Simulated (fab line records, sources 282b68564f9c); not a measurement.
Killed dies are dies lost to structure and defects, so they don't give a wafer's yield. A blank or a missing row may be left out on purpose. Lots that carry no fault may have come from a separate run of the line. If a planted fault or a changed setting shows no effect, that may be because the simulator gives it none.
fab line records | flow ritCmos
record lots=5 | wafers=15 | lastDay=6
route steps=202 shown SILICIDE@161 CONTACT@168 M1@202
lots that met no fault: from a run of the same line without faults
startH: hours from the record's opening day to when the first of the lot's shown wafers began | waitH: hours since the lot's step before | " repeats the value in the row above | L1.1+2: several wafers, shown together as one row | - value missing, or start not given | * or withheld: withheld | < > ~ a bound
route shown NAME@n: NAME is a module with steps in the file, n the number in the route of the first one | usual: mean and standard deviation over wafers with no fault | same: alike in all rows | chamber/n: place in a boat | sites: readings site by site | _std_site: standard deviation of those values | _edge_site: inner sites' mean taken away from outer sites' mean | radiusMm: how far each site lies from the wafer's centre | mask NAME#n: copy n | behind: tool/chamber where the wafer was last shaped | hold: why the lot went on hold/how many hours it stayed there/how the hold came to an end | device: names the non-switching transistor (n, p or np) | end of line: the same wafers' tests at the end of the route | where a step has no rows: the recipe by itself | killed: dies that structure and defects cost at the first sort, which is not the same as the wafer's yield | map: per-die view of a wafer (x killed, . not killed, _ where there is no die)
set.NAME: the run value of the setting; set.NAME@STEP: its run value at that earlier step | model.NAME: the simulator's own value behind a step, which no gauge read
lots at selected steps of the route; one table per step, one row per wafer
services: when a tool's chamber went out of use (startH, in hours from the record's first day, below 0 if earlier), for how many hours, and the reason
## steps
# step RIT_SILICIDE_WET_ETCH_00
# recipe chemistry=BOE | target=SiO2 | targetDepthNm=14 | timeS=15 | dry=n2Spin | dilution=10:1 | tempC=21.5
# step RIT_SILICIDE_SPUTTER_01
# recipe material=Ti | targetThkNm=30 | powerW=350 | chamberPressurePa=0.667 | gas=Ar | timeS=240 | substrateTempC=25
# usual chamberPressurePa=0.6669/0.0012 | throttleValvePct=30.0/1.1
lot.wafer | tool          | chamber | startH | waitH | chamberPressurePa | throttleValvePct
L819.1    | pvdSputter-04 | -       | 65.64  | 0.0   | 0.6671            | 30.1
L819.3    | "             | -       | "      | "     | 0.6675            | 29.4
L819.6    | "             | -       | "      | "     | 0.6686            | 29.7
L821.1    | pvdSputter-04 | -       | 79.57  | 0.0   | 0.6656            | 29.6
L821.4    | "             | -       | "      | "     | 0.6688            | 29.6
L821.6    | "             | -       | "      | "     | 0.6683            | 29.7
L827.3    | pvdSputter-01 | -       | 109.90 | 0.0   | 0.6658            | 29.3
L827.4    | "             | -       | "      | "     | 0.6660            | 29.8
L827.6    | "             | -       | "      | "     | 0.6667            | 29.9
L831.1    | pvdSputter-01 | -       | 128.38 | 0.0   | 0.6680            | 29.8
L831.4    | "             | -       | "      | "     | 0.6666            | 29.0
L831.6    | "             | -       | "      | "     | 0.6661            | 29.8
L832.2    | pvdSputter-02 | -       | 132.98 | 0.0   | 0.6659            | 31.2
L832.4    | "             | -       | "      | "     | 0.6676            | 31.1
L832.5    | "             | -       | "      | "     | 0.6648            | 31.4
# step RIT_SILICIDE_RS_MEAS_02
# recipe thkMeasGauge=four-point-probe | reads=Ti_of_SILICIDE_SPUTTER_01
# usual SILICIDE_TI_RS=47.8/0.61
lot.wafer | tool         | chamber | startH | waitH | SILICIDE_TI_RS[ohm/sq]
L819.1    | filmMetro-02 | -       | 65.79  | 0.1   | 48.5
L819.3    | "            | -       | "      | "     | 48.9
L819.6    | "            | -       | "      | "     | 48.6
L821.1    | filmMetro-01 | -       | 79.72  | 0.1   | 48.5
L821.4    | "            | -       | "      | "     | 48.9
L821.6    | "            | -       | "      | "     | 49.0
L827.3    | filmMetro-02 | -       | 110.09 | 0.1   | 47.4
L827.4    | "            | -       | "      | "     | 47.4
L827.6    | "            | -       | "      | "     | 48.1
L831.1    | filmMetro-03 | -       | 128.53 | 0.1   | 47.7
L831.4    | "            | -       | "      | "     | 47.0
L831.6    | "            | -       | "      | "     | 47.6
L832.2    | filmMetro-01 | -       | 133.15 | 0.1   | 47.9
L832.4    | "            | -       | "      | "     | 47.8
L832.5    | "            | -       | "      | "     | 48.2
# step RIT_SILICIDE_THK_MEAS_03
# recipe thkMeasGauge=xrf | reads=Ti_of_SILICIDE_SPUTTER_01
# usual SILICIDE_TI_THK=29.79/0.3
lot.wafer | tool         | chamber | startH | waitH | SILICIDE_TI_THK[nm]
L819.1    | filmMetro-02 | -       | 65.91  | 0.1   | 29.43
L819.3    | "            | -       | "      | "     | 29.18
L819.6    | "            | -       | "      | "     | 29.37
L821.1    | filmMetro-01 | -       | 79.84  | 0.1   | 29.47
L821.4    | "            | -       | "      | "     | 29.22
L821.6    | "            | -       | "      | "     | 29.29
L827.3    | filmMetro-02 | -       | 110.19 | 0.1   | 30.05
L827.4    | "            | -       | "      | "     | 29.87
L827.6    | "            | -       | "      | "     | 29.62
L831.1    | filmMetro-03 | -       | 128.65 | 0.1   | 30.14
L831.4    | "            | -       | "      | "     | 30.46
L831.6    | "            | -       | "      | "     | 30.26
L832.2    | filmMetro-01 | -       | 133.26 | 0.1   | 29.60
L832.4    | "            | -       | "      | "     | 29.67
L832.5    | "            | -       | "      | "     | 29.57
# step RIT_SILICIDE_RTA_04
# recipe tempC=650 | timeS=10 | idleTempC=25 | rampUpS=5 | rampDownS=5 | coolToC=25 | ambient=N2
# usual annealTempCMax=652.8/0.93 | wafer_temp_C_max=652.0/0.42
lot.wafer | tool         | chamber | startH | waitH | annealTempCMax | wafer_temp_C_max
L819.1    | rtpAnneal-01 | 0       | 65.97  | 0.1   | 651.7          | 651.5
L819.3    | "            | 0       | "      | "     | 652.1          | 651.5
L819.6    | "            | 0       | "      | "     | 651.4          | 652.7
L821.1    | rtpAnneal-01 | 0       | 79.90  | 0.1   | 652.5          | 651.5
L821.4    | "            | 0       | "      | "     | 652.2          | 652.5
L821.6    | "            | 0       | "      | "     | 651.7          | 651.7
L827.3    | rtpAnneal-01 | 0       | 110.25 | 0.1   | 653.0          | 651.2
L827.4    | "            | 0       | "      | "     | 652.7          | 651.9
L827.6    | "            | 0       | "      | "     | 653.7          | 652.0
L831.1    | rtpAnneal-01 | 0       | 128.71 | 0.1   | 652.1          | 651.5
L831.4    | "            | 0       | "      | "     | 652.3          | 652.2
L831.6    | "            | 0       | "      | "     | 651.8          | 652.2
L832.2    | rtpAnneal-02 | 0       | 133.32 | 0.1   | 653.7          | 652.9
L832.4    | "            | 0       | "      | "     | 652.9          | 652.7
L832.5    | "            | 0       | "      | "     | 652.1          | 652.4
# step RIT_SILICIDE_WET_ETCH_05
# recipe chemistry=SPM | target=Ti | tempC=90 | timeS=120 | dry=n2Spin
# step RIT_SILICIDE_RTA_06
# recipe tempC=750 | timeS=10 | idleTempC=25 | rampUpS=5 | rampDownS=10 | coolToC=25 | ambient=N2
# usual annealTempCMax=753.3/1 | wafer_temp_C_max=752.2/0.51
lot.wafer | tool         | chamber | startH | waitH | annealTempCMax | wafer_temp_C_max
L819.1    | rtpAnneal-02 | 0       | 66.08  | 0.0   | 753.1          | 752.4
L819.3    | "            | 0       | "      | "     | 754.7          | 751.6
L819.6    | "            | 0       | "      | "     | 753.7          | 752.3
L821.1    | rtpAnneal-02 | 0       | 80.01  | 0.0   | 754.2          | 753.2
L821.4    | "            | 0       | "      | "     | 754.5          | 752.2
L821.6    | "            | 0       | "      | "     | 754.5          | 752.9
L827.3    | rtpAnneal-02 | 0       | 110.36 | 0.0   | 754.5          | 751.9
L827.4    | "            | 0       | "      | "     | 754.9          | 752.6
L827.6    | "            | 0       | "      | "     | 754.5          | 752.3
L831.1    | rtpAnneal-02 | 0       | 128.82 | 0.0   | 755.6          | 752.3
L831.4    | "            | 0       | "      | "     | 754.2          | 752.5
L831.6    | "            | 0       | "      | "     | 754.1          | 751.1
L832.2    | rtpAnneal-01 | 0       | 133.43 | 0.0   | 752.4          | 751.5
L832.4    | "            | 0       | "      | "     | 752.9          | 752.0
L832.5    | "            | 0       | "      | "     | 752.3          | 751.3
# step RIT_CONTACT_CVD_00
# recipe material=SiO2 | targetThkNm=400 | precursor=TEOS | tempC=390 | timeS=61 | rfW=400
# usual heaterPowerW=334/43 | rfFwdPowerW=396.8/1.3
lot.wafer | tool     | chamber | startH | waitH | heaterPowerW | rfFwdPowerW
L819.1    | pecvd-03 | 2       | 66.15  | 0.1   | 379          | 396.2
L819.3    | "        | 1       | "      | "     | 302          | 398.3
L819.6    | "        | 1       | "      | "     | 326          | 397.9
L821.1    | pecvd-04 | 2       | 80.07  | 0.1   | 410          | 398.3
L821.4    | "        | 0       | "      | "     | 308          | 397.3
L821.6    | "        | 2       | "      | "     | 408          | 398.0
L827.3    | pecvd-04 | 2       | 110.40 | 0.0   | 371          | 398.7
L827.4    | "        | 2       | "      | "     | 372          | 399.1
L827.6    | "        | 0       | "      | "     | 316          | 394.9
L831.1    | pecvd-03 | 2       | 128.89 | 0.1   | 394          | 396.4
L831.4    | "        | 0       | "      | "     | 326          | 394.6
L831.6    | "        | 2       | "      | "     | 403          | 396.0
L832.2    | pecvd-02 | 0       | 133.48 | 0.0   | 306          | 396.1
L832.4    | "        | 0       | "      | "     | 324          | 394.7
L832.5    | "        | 2       | "      | "     | 298          | 397.1
# step RIT_CONTACT_THK_MEAS_01
# recipe reads=SiO2_of_CONTACT_CVD_00
# usual CONTACT_TEOS_THK=400/5
lot.wafer | tool         | chamber | startH | waitH | CONTACT_TEOS_THK[nm]
L819.1    | filmMetro-01 | -       | 66.20  | 0.0   | 401
L819.3    | "            | -       | "      | "     | 397
L819.6    | "            | -       | "      | "     | 400
L821.1    | filmMetro-04 | -       | 80.12  | 0.0   | 400
L821.4    | "            | -       | "      | "     | 402
L821.6    | "            | -       | "      | "     | 409
L827.3    | filmMetro-03 | -       | 110.47 | 0.0   | 396
L827.4    | "            | -       | "      | "     | 403
L827.6    | "            | -       | "      | "     | 399
L831.1    | filmMetro-03 | -       | 128.94 | 0.0   | 395
L831.4    | "            | -       | "      | "     | 400
L831.6    | "            | -       | "      | "     | 402
L832.2    | filmMetro-04 | -       | 133.54 | 0.0   | 401
L832.4    | "            | -       | "      | "     | 405
L832.5    | "            | -       | "      | "     | 407
# step RIT_CONTACT_HMDS_02
# recipe primeTimeS=60 | primeTempC=140
# step RIT_CONTACT_COAT_03
# recipe resist=NOVOLAK | spinRpm=3250 | resistThkNm=1000
# step RIT_CONTACT_SOFTBAKE_04
# recipe resist=NOVOLAK | tempC=90 | timeS=60
# step RIT_CONTACT_EXPOSE_05
# recipe maskId=M11 | na=0.6 | sourceShape=conventional | sigmaOuter=0.5 | targetCdNm=1000 | doseMj=250
# usual focusOffsetNm=-0.1/0.5 | stageVelMmS=499.96/0.24
lot.wafer | tool            | chamber | startH | waitH | mask     | focusOffsetNm | stageVelMmS
L819.1    | ilineStepper-01 | 0       | 66.83  | 0.2   | M11#0    | -0.2          | 499.99
L819.3    | "               | 0       | "      | "     | M11#0    | -0.4          | 499.83
L819.6    | "               | 0       | "      | "     | M11#0    | -0.3          | 500.24
L821.1    | ilineStepper-01 | 0       | 80.63  | 0.1   | M11#0    | -0.4          | 500.08
L821.4    | "               | 0       | "      | "     | M11#0    | -0.6          | 500.28
L821.6    | "               | 0       | "      | "     | M11#0    | -1.2          | 500.19
L827.3    | ilineStepper-01 | 0       | 111.13 | 0.2   | M11#0    | -0.2          | 499.69
L827.4    | "               | 0       | "      | "     | M11#0    | -0.5          | 499.71
L827.6    | "               | 0       | "      | "     | M11#0    | -0.1          | 499.71
L831.1    | ilineStepper-01 | 0       | 129.57 | 0.2   | M11#0    | 0.0           | 499.65
L831.4    | "               | 0       | "      | "     | M11#0    | -0.2          | 499.79
L831.6    | "               | 0       | "      | "     | M11#0    | 0.2           | 499.81
L832.2    | ilineStepper-01 | 0       | 134.09 | 0.1   | M11_R1#0 | -0.1          | 499.61
L832.4    | "               | 0       | "      | "     | M11_R1#0 | -0.7          | 499.99
L832.5    | "               | 0       | "      | "     | M11_R1#0 | 0.1           | 499.89
# step RIT_CONTACT_PEB_06
# recipe resist=NOVOLAK | tempC=withheld | timeS=withheld
# step RIT_CONTACT_DEVELOP_07
# recipe resist=NOVOLAK | developTimeS=120 | devTempC=23
# step RIT_CONTACT_CD_MEAS_08
# recipe targetCdNm=1000
# usual cdNm=1000.2/2
lot.wafer | tool     | chamber | startH | waitH | cdNm
L819.1    | cdSem-02 | -       | 67.35  | -     | 1000.2
L819.3    | "        | -       | "      | "     | 998.7
L819.6    | "        | -       | "      | "     | 998.1
L821.1    | cdSem-02 | -       | 81.15  | -     | 1000.3
L821.4    | "        | -       | "      | "     | 1001.0
L821.6    | "        | -       | "      | "     | 1000.4
L827.3    | cdSem-01 | -       | 111.75 | -     | 999.1
L827.4    | "        | -       | "      | "     | 999.7
L827.6    | "        | -       | "      | "     | 1002.2
L831.1    | cdSem-02 | -       | 130.11 | -     | 997.2
L831.4    | "        | -       | "      | "     | 997.0
L831.6    | "        | -       | "      | "     | 997.4
L832.2    | cdSem-02 | -       | 134.60 | -     | 1151.8
L832.4    | "        | -       | "      | "     | 1151.5
L832.5    | "        | -       | "      | "     | 1151.2
# step RIT_CONTACT_OVL_MEAS_09
# usual CONTACT_OVL=-0.1/1
lot.wafer | tool       | chamber | startH | waitH | CONTACT_OVL[nm]
L819.1    | overlay-01 | -       | 67.47  | 0.1   | 0.7
L819.3    | "          | -       | "      | "     | 1.4
L819.6    | "          | -       | "      | "     | -0.1
L821.1    | overlay-02 | -       | 81.27  | 0.1   | -0.3
L821.4    | "          | -       | "      | "     | -0.6
L821.6    | "          | -       | "      | "     | 1.2
L827.3    | overlay-01 | -       | 111.84 | 0.1   | -0.4
L827.4    | "          | -       | "      | "     | -0.2
L827.6    | "          | -       | "      | "     | -0.2
L831.1    | overlay-01 | -       | 130.23 | 0.1   | 1.3
L831.4    | "          | -       | "      | "     | 0.9
L831.6    | "          | -       | "      | "     | 1.9
L832.2    | overlay-01 | -       | 134.71 | 0.1   | -1.8
L832.4    | "          | -       | "      | "     | -1.5
L832.5    | "          | -       | "      | "     | -1.2
# step RIT_CONTACT_HARDBAKE_10
# recipe resist=NOVOLAK | tempC=140 | timeS=60
# step RIT_CONTACT_ETCH_11
# recipe targetDepthA=4800 | overEtchFrac=0.2 | stopOn=TiSi2 | chemistry=CHF3/CF4/Ar | target=SiO2 | CHF3_flow_sccm=50 | cf4FlowSccm=10 | Ar_flow_sccm=100 | O2_flow_sccm=5 | pressureMtorr=100 | rfW=200 | timeS=320
# usual CHF3_flow_sccm=50.00/0.15 | drypumpMotorCurrentA=5.5/0.47 | oesProductAu=0.991/0.01 | rfFwdPowerW=199.5/0.65 | throttleValvePct=8.87/0.13
lot.wafer | tool       | chamber | startH | waitH | CHF3_flow_sccm | drypumpMotorCurrentA | oesProductAu | rfFwdPowerW | rfHoursCounterH | throttleValvePct | model.CONTACT.cdNm
L819.1    | rieDiel-03 | 1       | 67.65  | 0.1   | 50.00          | 5.3                  | 0.987        | 199.0       | 19              | 9.01             | 1001
L819.3    | "          | 0       | "      | "     | 50.06          | 6.0                  | 0.977        | 199.4       | 43              | 8.93             | 998.7
L819.6    | "          | 1       | "      | "     | 50.02          | 5.3                  | 0.995        | 199.1       | -               | 9.02             | 998.8
L821.1    | rieDiel-03 | 0       | 81.46  | 0.1   | 50.12          | 6.0                  | 0.976        | 199.7       | 44              | 8.93             | 1000
L821.4    | "          | 1       | "      | "     | 50.23          | 5.3                  | 1.000        | 198.3       | 19              | 9.03             | 1001
L821.6    | "          | 0       | "      | "     | 50.18          | 6.0                  | 0.982        | 200.0       | -               | 8.91             | 1000
L827.3    | rieDiel-01 | 1       | 112.24 | 0.1   | 50.20          | 5.2                  | 0.988        | 199.8       | 152             | 8.81             | 999.4
L827.4    | "          | 1       | "      | "     | 50.09          | 5.2                  | 0.984        | 199.3       | -               | 8.81             | 999.6
L827.6    | "          | 3       | "      | "     | 50.05          | 4.9                  | 1.002        | 199.6       | -               | 8.94             | 1002
L831.1    | rieDiel-03 | 2       | 130.42 | 0.1   | 50.19          | 5.6                  | 0.991        | 199.1       | 4               | 8.87             | 997.2
L831.4    | "          | 3       | "      | "     | 50.05          | 6.1                  | 1.013        | 199.8       | 0               | 8.61             | 996.8
L831.6    | "          | 1       | "      | "     | 50.21          | 5.3                  | 0.994        | 200.0       | -               | 9.01             | 998.3
L832.2    | rieDiel-01 | 2       | 134.89 | 0.1   | 49.76          | 5.7                  | 0.991        | 199.3       | 7               | 8.68             | 1151
L832.4    | "          | 1       | "      | "     | 49.79          | 5.2                  | 0.983        | 198.5       | -               | 8.82             | 1151
L832.5    | "          | 0       | "      | "     | 49.98          | 4.7                  | 1.010        | 199.1       | -               | 9.06             | -
# step RIT_CONTACT_STRIP_12
# recipe chemistry=O2 | timeS=180 | resist=NOVOLAK | platenTempC=withheld | powerW=500 | pressureMtorr=4000 | o2FlowSccm=4000
# usual drypumpMotorCurrentA=5.70/0.3
lot.wafer | tool           | chamber | startH | waitH | drypumpMotorCurrentA | rfHoursCounterH
L819.1    | plasmaAsher-04 | 1       | 67.85  | 0.1   | 6.22                 | 42
L819.3    | "              | 0       | "      | "     | 5.77                 | -
L819.6    | "              | 1       | "      | "     | 6.22                 | -
L821.1    | plasmaAsher-02 | 0       | 81.65  | 0.1   | 5.87                 | 45
L821.4    | "              | 1       | "      | "     | 5.85                 | -
L821.6    | "              | 1       | "      | "     | 5.84                 | -
L827.3    | plasmaAsher-03 | 1       | 112.49 | 0.2   | 5.17                 | -
L827.4    | "              | 0       | "      | "     | 5.55                 | -
L827.6    | "              | 1       | "      | "     | 5.17                 | -
L831.1    | plasmaAsher-02 | 1       | 130.61 | 0.1   | 5.86                 | 52
L831.4    | "              | 0       | "      | "     | 5.85                 | -
L831.6    | "              | 1       | "      | "     | 5.87                 | -
L832.2    | plasmaAsher-02 | 0       | 135.08 | 0.1   | 5.82                 | 52
L832.4    | "              | 1       | "      | "     | 5.88                 | -
L832.5    | "              | 1       | "      | "     | 5.87                 | -
# step RIT_M1_PROBE_99
# usual killedAtContacts=0.1/0.3 | killedAtFrontEnd=6.9/2.9 | killedDies=7.0/2.9 | killedOpen=3.3/2 | killedShort=3.7/2
# same grossDies=264 | killed_at_M0_to_M3=0 | killed_at_M4_up=0 | killedAtBackSide=0 | killedAtOther=0
lot.wafer | tool      | chamber | startH | waitH | killedAtContacts | killedAtFrontEnd | killedDies | killedOpen | killedShort | model.etest.contactToGate.bvLeftV | model.etest.contactToGate.bvRightV | model.etest.contactPplus.rcOhm | model.etest.contactNpoly.rcOhm | model.etest.contactPpoly.rcOhm | model.etest.contactNplus.rcOhm
L819.1    | prober-02 | -       | 72.64  | 0.1   | 0                | 6                | 6          | 4          | 2           | 89.24                             | 92.99                              | 1.432                          | 1.402                          | 1.409                          | 1.41
L819.3    | prober-02 | -       | 72.74  | 0.2   | 0                | 7                | 7          | 7          | 0           | 94.81                             | 94.12                              | 1.364                          | 1.428                          | 1.401                          | 1.405
L819.6    | prober-02 | -       | 72.89  | 0.2   | 0                | 12               | 12         | 7          | 5           | 90.21                             | 92.39                              | 1.361                          | 1.364                          | 1.45                           | 1.369
L821.1    | prober-02 | -       | 86.31  | 0.1   | 0                | 7                | 7          | 3          | 4           | 88.35                             | 90.6                               | 1.398                          | 1.433                          | 1.416                          | 1.343
L821.4    | prober-02 | -       | 86.46  | 0.2   | 0                | 7                | 7          | 6          | 1           | 89.67                             | 88.11                              | 1.389                          | 1.407                          | 1.374                          | 1.4
L821.6    | prober-02 | -       | 86.56  | 0.2   | 0                | 4                | 4          | 1          | 3           | 87.78                             | 92.57                              | 1.413                          | 1.361                          | 1.36                           | 1.381
L827.3    | prober-01 | -       | 117.33 | 0.2   | 0                | 4                | 4          | 1          | 3           | 91.13                             | 91.7                               | 1.386                          | 1.375                          | 1.347                          | 1.37
L827.4    | prober-01 | -       | 117.38 | 0.2   | 0                | 8                | 8          | 3          | 5           | 90.07                             | 93.86                              | 1.375                          | 1.346                          | 1.38                           | 1.349
L827.6    | prober-01 | -       | 117.48 | 0.2   | 0                | 5                | 5          | 3          | 2           | 89.09                             | 90.27                              | 1.34                           | 1.39                           | 1.398                          | 1.403
L831.1    | prober-01 | -       | 135.41 | 0.1   | 0                | 7                | 7          | 2          | 5           | 91.65                             | 93.11                              | 1.364                          | 1.394                          | 1.363                          | 1.353
L831.4    | prober-01 | -       | 135.56 | 0.2   | 0                | 3                | 3          | 1          | 2           | 91.18                             | 91.49                              | 1.442                          | 1.43                           | 1.366                          | 1.39
L831.6    | prober-01 | -       | 135.66 | 0.2   | 0                | 7                | 7          | 5          | 2           | 90.17                             | 89.73                              | 1.396                          | 1.339                          | 1.386                          | 1.327
L832.2    | prober-02 | -       | 139.83 | 0.1   | 51               | 8                | 59         | 3          | 5           | 50                                | 52.96                              | 1.313                          | 1.334                          | 1.319                          | 1.274
L832.4    | prober-02 | -       | 139.93 | 0.2   | 64               | 6                | 70         | 2          | 4           | 51.35                             | 53.81                              | 1.33                           | 1.339                          | 1.265                          | 1.302
L832.5    | prober-02 | -       | 139.98 | 0.2   | 59               | 1                | 60         | 1          | 1           | 52.85                             | 53.96                              | 1.366                          | 1.315                          | 1.337                          | 1.299
# killed by level:class
L819.1 FOX1:geometricParticle:short=2 GATE:geometricParticle:open=2 FOX1:geometricParticle:open=1 SPACER:geometricParticle:open=1
L819.3 GATE:geometricParticle:open=4 FOX2:geometricParticle:open=2 SILICIDE:geometricParticle:open=1
L819.6 REOX:geometricParticle:open=3 GATE:geometricParticle:short=2 SPACER:geometricParticle:open=2 FOX1:geometricParticle:open=1 FOX2:geometricParticle:short=1 SPACER:geometricParticle:short=1 SILICIDE:geometricParticle:open=1 SILICIDE:geometricParticle:short=1
L821.1 GATE:geometricParticle:short=3 SPACER:geometricParticle:open=2 FOX1:geometricParticle:open=1 SILICIDE:geometricParticle:short=1
L821.4 GATE:geometricParticle:open=4 FOX1:geometricParticle:open=1 GATE:geometricParticle:short=1 REOX:geometricParticle:open=1
L821.6 FOX2:geometricParticle:short=1 GATE:geometricParticle:short=1 REOX:geometricParticle:short=1 SPACER:geometricParticle:open=1
L827.3 FOX2:geometricParticle:short=3 REOX:geometricParticle:open=1
L827.4 GATE:geometricParticle:short=3 REOX:geometricParticle:open=2 FOX1:geometricParticle:open=1 FOX2:geometricParticle:short=1 REOX:geometricParticle:short=1
L827.6 FOX1:geometricParticle:short=1 FOX1:geometricParticle:open=1 GATE:geometricParticle:open=1 GATE:geometricParticle:short=1 REOX:geometricParticle:open=1
L831.1 GATE:geometricParticle:short=2 SPACER:geometricParticle:short=2 FOX1:geometricParticle:short=1 REOX:geometricParticle:open=1 SPACER:geometricParticle:open=1
L831.4 FOX1:geometricParticle:open=1 GATE:geometricParticle:short=1 REOX:geometricParticle:short=1
L831.6 SPACER:geometricParticle:open=2 FOX1:geometricParticle:short=1 FOX1:geometricParticle:open=1 GATE:geometricParticle:short=1 REOX:geometricParticle:open=1 SILICIDE:geometricParticle:open=1
L832.2 CONTACT:areaExpose=51 GATE:geometricParticle:short=2 FOX1:geometricParticle:open=1 FOX2:geometricParticle:short=1 FOX2:geometricParticle:open=1 GATE:geometricParticle:open=1 SPACER:geometricParticle:short=1 SILICIDE:geometricParticle:short=1
L832.4 CONTACT:areaExpose=64 GATE:geometricParticle:short=2 FOX2:geometricParticle:short=1 FOX2:geometricParticle:open=1 SILICIDE:geometricParticle:short=1 SILICIDE:geometricParticle:open=1
L832.5 CONTACT:areaExpose=58 FOX2:geometricParticle:short=1 CONTACT:geometricParticle:open=1
# map L832.4 (x killed, . not)
________......x_______
_____.............____
____.........x..x..___
___...x.x...xx......__
__.....x..x...xx....._
__.....xxx.....xxx..._
_......x.xxxx..x......
_....x....xxx.xx..x...
_...x...xx...xx.xx....
_.....xxx..xxxx....x..
__..x....xxx.x..xx..._
__...x.x.x.xxxxx....._
___.x..x.x..xx......__
____......x.x......___
_____.....x....x..____
________...x..._______
# map L821.1 (x killed, . not)
________......._______
_____.............____
____...............___
___.................__
__.......x..........._
__..................._
_...x.................
_.....................
_..............x......
_.....................
__..................._
__.......x..........._
___...............x.__
____x..............___
_____........x....____
________......._______
## services
tool            | chamber | startH | hours | kind
ilineStepper-01 | -       | 43.38  | 12.1  | repair
plasmaAsher-04  | -       | 43.96  | 1.8   | repair
plasmaAsher-02  | -       | 46.64  | 0.4   | repair
rieDiel-01      | -       | 57.16  | 2.8   | pm
rieDiel-03      | 3       | 90.54  | -     | clean
rieDiel-03      | 3       | 90.54  | 23.7  | scheduledDown
rieDiel-03      | 3       | 90.54  | 23.7  | ventCycle
rieDiel-03      | -       | 94.00  | 14.6  | pm
rieDiel-01      | 0       | 94.53  | -     | clean
rieDiel-01      | 0       | 94.53  | 21.7  | scheduledDown
rieDiel-01      | 0       | 94.53  | 21.7  | ventCycle
plasmaAsher-04  | -       | 100.62 | 2.8   | pm
plasmaAsher-02  | -       | 103.31 | 2.4   | repair
plasmaAsher-04  | -       | 108.75 | 9.0   | pm
plasmaAsher-04  | 0       | 108.75 | 9.0   | ventCycle
plasmaAsher-04  | 1       | 108.75 | 9.0   | ventCycle
ilineStepper-01 | -       | 114.52 | 2.6   | repair
plasmaAsher-04  | 0       | 117.75 | -     | clean
plasmaAsher-04  | 1       | 117.75 | -     | clean
ilineStepper-01 | -       | 126.48 | 1.7   | pm
plasmaAsher-04  | -       | 126.64 | 2.2   | repair
rieDiel-01      | 3       | 134.77 | 19.6  | repair
## key
firstSign step=RIT_CONTACT_EXPOSE_05 | reading=mask | direction=changed
effect step=RIT_CONTACT_CD_MEAS_08 | reading=cdNm | direction=up | sigmas=74 | usual=1000.2 | struck=1151.5
effect step=RIT_M1_PROBE_99 | reading=killedAtContacts | direction=up | sigmas=58 | usual=0.1 | struck=58
modelEffect step=RIT_CONTACT_ETCH_11 | value=CONTACT.cdNm | without=1001 | struck=1151
modelEffect step=RIT_M1_PROBE_99 | value=etest.contactToGate.bvLeftV | without=88.9 | struck=51.4
moreKillsBornAt RIT_CONTACT_EXPOSE_05@ilineStepper-01=173
metAt RIT_CONTACT_EXPOSE_05
struckWafers L832.2,L832.4,L832.5
testerLeftOut L832
onsetBetween 129.57 134.09
fault kind=wrongMask | tool=any | chamber=- | onsetH=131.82 | steps=RIT_CONTACT_EXPOSE_05 | auxCopy=M11_R1#0 | cdOffsetNm=150 | scope=struckLotsOnly
# testerLeftOut: of these lots the tester's yield and bins aren't shown, on N5 and GAA mostly nor the transistor test; their killed dies are dies lost to structure and defects alone, not to doping, threshold or leakage, so they don't give the yield
